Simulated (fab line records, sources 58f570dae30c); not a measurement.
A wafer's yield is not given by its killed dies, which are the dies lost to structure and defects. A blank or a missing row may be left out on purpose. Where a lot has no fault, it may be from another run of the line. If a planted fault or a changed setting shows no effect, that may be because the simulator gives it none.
fab line records + flow berkeley-cmos170
[record]
- lots = 14
- wafers = 42
- last-day = 11
route steps=331 shown NWELL@28 M3@326
lots with no fault: from the same line, run without faults
start-h: hours from the record's opening day to when the first of the lot's shown wafers began + wait-h: hours since the lot's step before + " same as the row above + L1.1+2: a row that stands for several wafers + - value missing, or start not given + * or withheld: withheld + < > ~ a bound
route shown NAME@n: a module of which the file shows steps, and the number in the route of the first + usual: mean/standard deviation taken from wafers without a fault + same: alike in all rows + chamber/n: place in a boat + sites: the reading at each site + _std_site: standard deviation across them + _edge_site: the outer-site mean with the inner-site mean subtracted + radius-mm: how far each site lies from the wafer's centre + mask NAME#n: copy n + behind: the tool/chamber that last shaped the wafer + hold: why the lot went on hold/how many hours it stayed there/how the hold came to an end + device: transistor that didn't switch, given as n, p or np + end of line: tests of these same wafers at the route's end + for a step that has no rows: nothing shown but its recipe + killed: not the wafer's yield, but the dies lost to structure and defects at the first sort + map: dies across one wafer; x = killed, . = not, _ = none there
set.NAME: setting as actually run; set.NAME@STEP: the setting as run at that earlier step + model.NAME: the simulator's own value behind a step, which no gauge read
route steps across a sampled set of lots; one table per step, one row per wafer
services: a tool's chamber out of use, with start hour (start-h, from the record's first day; less than 0 if before it), hours out, and reason
[[steps]]
[step UCB170_NWELL_IMPLANT_14]
[recipe]
- species = P
- dose-cm2 = 1e+13
- energy-kev = 150
- tilt-deg = 7
[usual]
- dose-ions-cm2 = 1.0001e+13/1.3e+10
- faraday-current-uA = 31.7/0.66
- tilt-deg = 7.000/0.022
[same]
- implant-ion-amu = 31
| lot.wafer | tool         | chamber | start-h | wait-h | dose-ions-cm2 | faraday-current-uA | tilt-deg |
|-----------|--------------|---------|---------|--------|---------------|--------------------|----------|
| L991.2    | implanter-02 | 0       | 35.58   | 0.1    | 1.0012e+13    | 31.4               | 6.968    |
| L991.3    | "            | 0       | "       | "      | 1.0003e+13    | 31.3               | 6.975    |
| L991.6    | "            | 0       | "       | "      | 1.0006e+13    | 31.5               | 6.954    |
| L993.1    | implanter-03 | 0       | 45.30   | 0.1    | 9.986e+12     | 30.7               | 7.003    |
| L993.2    | "            | 0       | "       | "      | 1.0007e+13    | 32.5               | 6.992    |
| L993.5    | "            | 0       | "       | "      | 1.0003e+13    | 32.4               | 6.998    |
| L994.2    | implanter-04 | 0       | 51.31   | 0.1    | 9.999e+12     | 31.5               | 7.019    |
| L994.4    | "            | 0       | "       | "      | 9.999e+12     | 30.6               | 6.988    |
| L994.6    | "            | 0       | "       | "      | 1e+13         | 33.4               | 7.008    |
| L995.2    | implanter-04 | 0       | 56.36   | 0.1    | 1e+13         | 32.8               | 7.027    |
| L995.3    | "            | 0       | "       | "      | 1.0013e+13    | 31.4               | 6.990    |
| L995.6    | "            | 0       | "       | "      | 1.0019e+13    | 31.0               | 6.989    |
| L996.2    | implanter-03 | 0       | 63.65   | 0.1    | 1.0007e+13    | 32.6               | 6.987    |
| L996.4    | "            | 0       | "       | "      | 1.0017e+13    | 31.9               | 6.984    |
| L996.5    | "            | 0       | "       | "      | 1.0011e+13    | 31.4               | 6.986    |
| L100.2    | implanter-03 | 0       | 85.46   | 0.1    | 1.4202e+13    | 46.7               | 6.998    |
| L100.4    | "            | 0       | "       | "      | 1.4214e+13    | 44.6               | 7.012    |
| L100.6    | "            | 0       | "       | "      | 1.4223e+13    | 45.4               | 7.031    |
| L102.2    | implanter-03 | 0       | 93.99   | 0.1    | 1.4176e+13    | 45.4               | 6.999    |
| L102.4    | "            | 0       | "       | "      | 1.4186e+13    | 46.3               | 7.003    |
| L102.5    | "            | 0       | "       | "      | 1.4197e+13    | 44.8               | 6.979    |
| L106.2    | implanter-04 | 0       | 110.65  | 0.1    | 1.0008e+13    | 30.6               | 6.977    |
| L106.3    | "            | 0       | "       | "      | 9.988e+12     | 32.0               | 6.998    |
| L106.6    | "            | 0       | "       | "      | 1.0003e+13    | 33.1               | 6.993    |
| L108.1    | implanter-02 | 0       | 125.36  | 0.1    | 1.0009e+13    | 31.6               | 7.009    |
| L108.3    | "            | 0       | "       | "      | 1.0008e+13    | 31.4               | 7.028    |
| L108.6    | "            | 0       | "       | "      | 1.0013e+13    | 31.9               | 7.012    |
| L109.1    | implanter-04 | 0       | 125.49  | 0.1    | 9.988e+12     | 31.4               | 6.996    |
| L109.3    | "            | 0       | "       | "      | 9.981e+12     | 32.3               | 6.996    |
| L109.6    | "            | 0       | "       | "      | 9.989e+12     | 31.2               | 7.029    |
| L110.1    | implanter-04 | 0       | 129.89  | 0.1    | 1.0008e+13    | 31.8               | 7.005    |
| L110.3    | "            | 0       | "       | "      | 9.997e+12     | 31.2               | 6.987    |
| L110.5    | "            | 0       | "       | "      | 1.0007e+13    | 31.8               | 6.981    |
| L111.1    | implanter-04 | 0       | 138.25  | 0.1    | 9.999e+12     | 31.3               | 7.020    |
| L111.3    | "            | 0       | "       | "      | 9.999e+12     | 31.2               | 7.026    |
| L111.5    | "            | 0       | "       | "      | 9.991e+12     | 30.9               | 7.000    |
| L112.2    | implanter-02 | 0       | 138.49  | 0.1    | 1.0029e+13    | 32.3               | 6.968    |
| L112.4    | "            | 0       | "       | "      | 1.0002e+13    | 30.3               | 6.976    |
| L112.5    | "            | 0       | "       | "      | 1.001e+13     | 32.1               | 6.986    |
| L113.1    | implanter-02 | 0       | 148.66  | 0.1    | 9.986e+12     | 32.3               | 7.060    |
| L113.3    | "            | 0       | "       | "      | 9.993e+12     | 31.8               | 7.015    |
| L113.5    | "            | 0       | "       | "      | 9.989e+12     | 30.5               | 7.052    |
[step UCB170_NWELL_TW_MEAS_16]
[usual]
- NWELL_TW = 1234/11
| lot.wafer | tool          | chamber | start-h | wait-h | NWELL_TW |
|-----------|---------------|---------|---------|--------|----------|
| L991.2    | film-metro-02 | -       | 35.81   | 0.1    | 1231     |
| L991.3    | "             | -       | "       | "      | 1238     |
| L991.6    | "             | -       | "       | "      | 1236     |
| L993.1    | film-metro-04 | -       | 45.55   | 0.1    | 1236     |
| L993.2    | "             | -       | "       | "      | 1236     |
| L993.5    | "             | -       | "       | "      | 1240     |
| L994.2    | film-metro-01 | -       | 51.55   | 0.1    | 1220     |
| L994.4    | "             | -       | "       | "      | 1223     |
| L994.6    | "             | -       | "       | "      | 1223     |
| L995.2    | film-metro-04 | -       | 56.59   | 0.1    | 1251     |
| L995.3    | "             | -       | "       | "      | 1243     |
| L995.6    | "             | -       | "       | "      | 1241     |
| L996.2    | film-metro-02 | -       | 63.89   | 0.1    | 1235     |
| L996.4    | "             | -       | "       | "      | 1239     |
| L996.5    | "             | -       | "       | "      | 1244     |
| L100.2    | film-metro-01 | -       | 85.69   | 0.1    | 1374     |
| L100.4    | "             | -       | "       | "      | 1368     |
| L100.6    | "             | -       | "       | "      | 1371     |
| L102.2    | film-metro-04 | -       | 94.28   | 0.1    | 1396     |
| L102.4    | "             | -       | "       | "      | 1392     |
| L102.5    | "             | -       | "       | "      | 1403     |
| L106.2    | film-metro-04 | -       | 110.88  | 0.1    | 1255     |
| L106.3    | "             | -       | "       | "      | 1264     |
| L106.6    | "             | -       | "       | "      | 1258     |
| L108.1    | film-metro-01 | -       | 125.61  | 0.1    | 1237     |
| L108.3    | "             | -       | "       | "      | 1224     |
| L108.6    | "             | -       | "       | "      | 1230     |
| L109.1    | film-metro-02 | -       | 125.74  | 0.1    | 1232     |
| L109.3    | "             | -       | "       | "      | 1230     |
| L109.6    | "             | -       | "       | "      | 1234     |
| L110.1    | film-metro-04 | -       | 130.14  | 0.1    | 1256     |
| L110.3    | "             | -       | "       | "      | 1258     |
| L110.5    | "             | -       | "       | "      | 1263     |
| L111.1    | film-metro-01 | -       | 138.50  | 0.1    | 1240     |
| L111.3    | "             | -       | "       | "      | 1244     |
| L111.5    | "             | -       | "       | "      | 1229     |
| L112.2    | film-metro-02 | -       | 138.72  | 0.1    | 1225     |
| L112.4    | "             | -       | "       | "      | 1234     |
| L112.5    | "             | -       | "       | "      | 1230     |
| L113.1    | film-metro-02 | -       | 148.91  | 0.1    | 1241     |
| L113.3    | "             | -       | "       | "      | 1243     |
| L113.5    | "             | -       | "       | "      | 1234     |
[step UCB170_M3_ETCH_17]
[recipe]
- chemistry = N2/H2
- target-depth-a = withheld
- overetch-a = withheld
- target = BARC
- time-s = withheld
- source-w = 500
- bias-w = 100
- pressure-mtorr = 30
- n2-flow-sccm = 100
- h2-flow-sccm = 200
[usual]
- drypump-motor-current-A = 5.6/0.55
- oes-product-au = 0.99/0.034
- throttle-valve-pct = 13.27/0.19
| lot.wafer | tool        | chamber | start-h | wait-h | drypump-motor-current-A | oes-product-au | throttle-valve-pct |
|-----------|-------------|---------|---------|--------|-------------------------|----------------|--------------------|
| L991.2    | rie-diel-04 | 3       | 159.42  | 0.0    | 5.7                     | 0.97           | 13.61              |
| L991.3    | "           | 2       | "       | "      | 6.0                     | 1.00           | 12.91              |
| L991.6    | "           | 1       | "       | "      | 5.5                     | 0.97           | 13.13              |
| L993.1    | rie-diel-03 | 3       | 173.74  | 0.0    | 4.9                     | 1.05           | 13.24              |
| L993.2    | "           | 1       | "       | "      | 5.4                     | 1.03           | 13.16              |
| L993.5    | "           | 1       | "       | "      | 5.4                     | 1.02           | 13.14              |
| L994.2    | rie-diel-04 | 3       | 174.20  | 0.0    | 5.7                     | 0.97           | 13.60              |
| L994.4    | "           | 0       | "       | "      | 5.3                     | 1.02           | 13.06              |
| L994.6    | "           | 1       | "       | "      | 5.5                     | 0.97           | 13.15              |
| L995.2    | rie-diel-03 | 2       | 184.49  | 0.0    | 5.5                     | 1.04           | 13.12              |
| L995.3    | "           | 0       | "       | "      | 6.1                     | 0.95           | 13.38              |
| L995.6    | "           | 0       | "       | "      | 6.1                     | 0.96           | 13.38              |
| L996.2    | rie-diel-01 | 0       | 197.09  | 0.0    | 4.9                     | 0.97           | 13.17              |
| L996.4    | "           | 3       | "       | "      | 6.6                     | 0.99           | 13.38              |
| L996.5    | "           | 0       | "       | "      | 4.9                     | 0.97           | 13.19              |
| L100.2    | rie-diel-04 | 1       | 210.84  | 0.0    | 5.5                     | 0.97           | 13.13              |
| L100.4    | "           | 2       | "       | "      | 6.0                     | 1.01           | 12.93              |
| L100.6    | "           | 2       | "       | "      | 6.1                     | 1.00           | 12.93              |
| L102.2    | rie-diel-03 | 0       | 218.35  | 0.0    | 6.1                     | 0.96           | 13.36              |
| L102.4    | "           | 3       | "       | "      | 4.9                     | 1.05           | 13.24              |
| L102.5    | "           | 0       | "       | "      | 6.0                     | 0.94           | 13.37              |
| L106.2    | rie-diel-03 | 3       | 234.99  | 0.0    | 4.9                     | 1.04           | 13.24              |
| L106.3    | "           | 1       | "       | "      | 5.4                     | 1.02           | 13.18              |
| L106.6    | "           | 2       | "       | "      | 5.5                     | 1.04           | 13.12              |
| L108.1    | rie-diel-01 | 0       | 244.92  | 0.0    | 4.9                     | 0.97           | 13.18              |
| L108.3    | "           | 1       | "       | "      | 5.7                     | 1.00           | 13.61              |
| L108.6    | "           | 1       | "       | "      | 5.7                     | 1.01           | 13.64              |
| L109.1    | rie-diel-01 | 2       | 245.44  | 0.0    | 5.2                     | 0.97           | 13.41              |
| L109.3    | "           | 1       | "       | "      | 5.7                     | 1.00           | 13.62              |
| L109.6    | "           | 0       | "       | "      | 4.8                     | 0.97           | 13.17              |
| L110.1    | rie-diel-01 | 1       | 257.14  | 0.0    | 5.7                     | 1.00           | 13.64              |
| L110.3    | "           | 3       | "       | "      | 6.7                     | 1.00           | 13.39              |
| L110.5    | "           | 1       | "       | "      | 5.7                     | 1.01           | 13.62              |
| L113.1    | rie-diel-03 | 0       | 268.18  | 0.0    | 6.1                     | 0.95           | 13.37              |
| L113.3    | "           | 1       | "       | "      | 5.4                     | 1.02           | 13.15              |
| L113.5    | "           | 0       | "       | "      | 6.1                     | 0.97           | 13.37              |
| L111.1    | rie-diel-01 | 3       | 268.58  | 0.0    | 6.6                     | 0.99           | 13.39              |
| L111.3    | "           | 1       | "       | "      | 5.7                     | 0.99           | 13.64              |
| L111.5    | "           | 1       | "       | "      | 5.7                     | 1.00           | 13.61              |
| L112.2    | rie-diel-04 | 0       | 269.74  | 0.0    | 5.3                     | 1.02           | 13.05              |
| L112.4    | "           | 1       | "       | "      | 5.5                     | 0.96           | 13.13              |
| L112.5    | "           | 2       | "       | "      | 6.1                     | 1.00           | 12.93              |
[step UCB170_M3_BOW_MEAS_20]
[recipe]
- mode = bow
[usual]
- M3_BOW = 36/5.9
| lot.wafer | tool          | chamber | start-h | wait-h | M3_BOW[um] |
|-----------|---------------|---------|---------|--------|------------|
| L991.2    | film-metro-03 | -       | 159.89  | 0.1    | 52         |
| L991.3    | "             | -       | "       | "      | 35         |
| L991.6    | "             | -       | "       | "      | 36         |
| L993.1    | film-metro-03 | -       | 174.19  | 0.1    | 43         |
| L993.2    | "             | -       | "       | "      | 47         |
| L993.5    | "             | -       | "       | "      | 34         |
| L994.2    | film-metro-03 | -       | 174.67  | 0.1    | 36         |
| L994.4    | "             | -       | "       | "      | 36         |
| L994.6    | "             | -       | "       | "      | 40         |
| L995.2    | film-metro-02 | -       | 184.96  | 0.1    | 45         |
| L995.3    | "             | -       | "       | "      | 32         |
| L995.6    | "             | -       | "       | "      | 30         |
| L996.2    | film-metro-04 | -       | 197.67  | 0.1    | 38         |
| L996.4    | "             | -       | "       | "      | 36         |
| L996.5    | "             | -       | "       | "      | 39         |
| L100.2    | film-metro-03 | -       | 211.31  | 0.1    | 38         |
| L100.4    | "             | -       | "       | "      | 36         |
| L100.6    | "             | -       | "       | "      | 34         |
| L102.2    | film-metro-03 | -       | 218.82  | 0.1    | 33         |
| L102.4    | "             | -       | "       | "      | 27         |
| L102.5    | "             | -       | "       | "      | 25         |
| L106.2    | film-metro-02 | -       | 235.46  | 0.1    | 40         |
| L106.3    | "             | -       | "       | "      | 30         |
| L106.6    | "             | -       | "       | "      | 33         |
| L108.1    | film-metro-02 | -       | 245.37  | 0.1    | 32         |
| L108.3    | "             | -       | "       | "      | 26         |
| L108.6    | "             | -       | "       | "      | 27         |
| L109.1    | film-metro-04 | -       | 245.89  | 0.1    | 44         |
| L109.3    | "             | -       | "       | "      | 32         |
| L109.6    | "             | -       | "       | "      | 43         |
| L110.1    | film-metro-04 | -       | 257.59  | 0.1    | 31         |
| L110.3    | "             | -       | "       | "      | 41         |
| L110.5    | "             | -       | "       | "      | 37         |
| L113.1    | film-metro-03 | -       | 268.63  | 0.1    | 40         |
| L113.3    | "             | -       | "       | "      | 27         |
| L113.5    | "             | -       | "       | "      | 36         |
| L111.1    | film-metro-04 | -       | 269.03  | 0.1    | 38         |
| L111.3    | "             | -       | "       | "      | 37         |
| L111.5    | "             | -       | "       | "      | 31         |
| L112.2    | film-metro-04 | -       | 270.21  | 0.1    | 33         |
| L112.4    | "             | -       | "       | "      | 24         |
| L112.5    | "             | -       | "       | "      | 44         |
[[services]]
| tool         | chamber | start-h | hours | kind   |
|--------------|---------|---------|-------|--------|
| implanter-04 | -       | 11.66   | 10.8  | pm     |
| implanter-02 | -       | 16.73   | 4.4   | pm     |
| rie-diel-03  | 1       | 23.70   | 4.8   | repair |
| implanter-04 | -       | 24.07   | 2.0   | repair |
| rie-diel-01  | 1       | 28.23   | 12.4  | repair |
| implanter-02 | -       | 46.07   | 70.0  | pm     |
| rie-diel-01  | -       | 48.08   | 2.8   | pm     |
| rie-diel-03  | 1       | 70.54   | 27.4  | repair |
| rie-diel-01  | 0       | 120.75  | 5.6   | repair |
| rie-diel-04  | 2       | 126.02  | 7.5   | repair |
| rie-diel-04  | 1       | 131.23  | 8.4   | repair |
| rie-diel-01  | 0       | 141.44  | 3.4   | repair |
| rie-diel-01  | 1       | 149.65  | 1.7   | repair |
| rie-diel-04  | -       | 155.29  | 2.0   | repair |
| rie-diel-01  | 1       | 165.23  | 56.0  | repair |
| rie-diel-04  | 1       | 165.85  | 1.8   | repair |
| rie-diel-03  | 0       | 169.27  | 5.4   | repair |
| implanter-02 | -       | 169.32  | 4.0   | repair |
| rie-diel-04  | -       | 178.74  | 2.8   | pm     |
| implanter-04 | -       | 202.74  | 6.7   | repair |
| implanter-04 | -       | 214.17  | 1.6   | repair |
| implanter-03 | -       | 241.20  | 8.4   | repair |
| rie-diel-03  | -       | 243.52  | 15.6  | pm     |
| implanter-04 | -       | 265.10  | 0.8   | repair |
[[key]]
[first-sign]
- step = UCB170_NWELL_IMPLANT_14
- reading = dose-ions-cm2
- direction = up
- sigmas = 99+
- usual = 1.0001e+13
- struck = 1.42e+13
[effect]
- step = UCB170_NWELL_IMPLANT_14
- reading = faraday-current-uA
- direction = up
- sigmas = 21
- usual = 31.7
- struck = 45.5
[effect]
- step = UCB170_NWELL_TW_MEAS_16
- reading = NWELL_TW
- direction = up
- sigmas = 14
- usual = 1234
- struck = 1384
met-at UCB170_NWELL_IMPLANT_14
struck-lots L100,L102
tester-left-out L100,L102
not-acting-at UCB170_M3_ETCH_17,UCB170_M3_BOW_MEAS_20
onset-between 63.65 85.46
[fault]
- kind = process-parameter-drift
- tool = implanter-03
- chamber = -
- onset-h = 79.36
- steps = UCB170_NWELL_IMPLANT_14
- channel = dose-cm2
- offset = 4.2e+12
- shape = step
- end-h = 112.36
- acts-in = these-recipes-only
- stated = 1e+13
// tester-left-out: of these lots the tester's yield and bins aren't shown, on N5 and GAA mostly nor the transistor test; their killed dies are dies lost to structure and defects alone, not to doping, threshold or leakage, so they don't give the yield
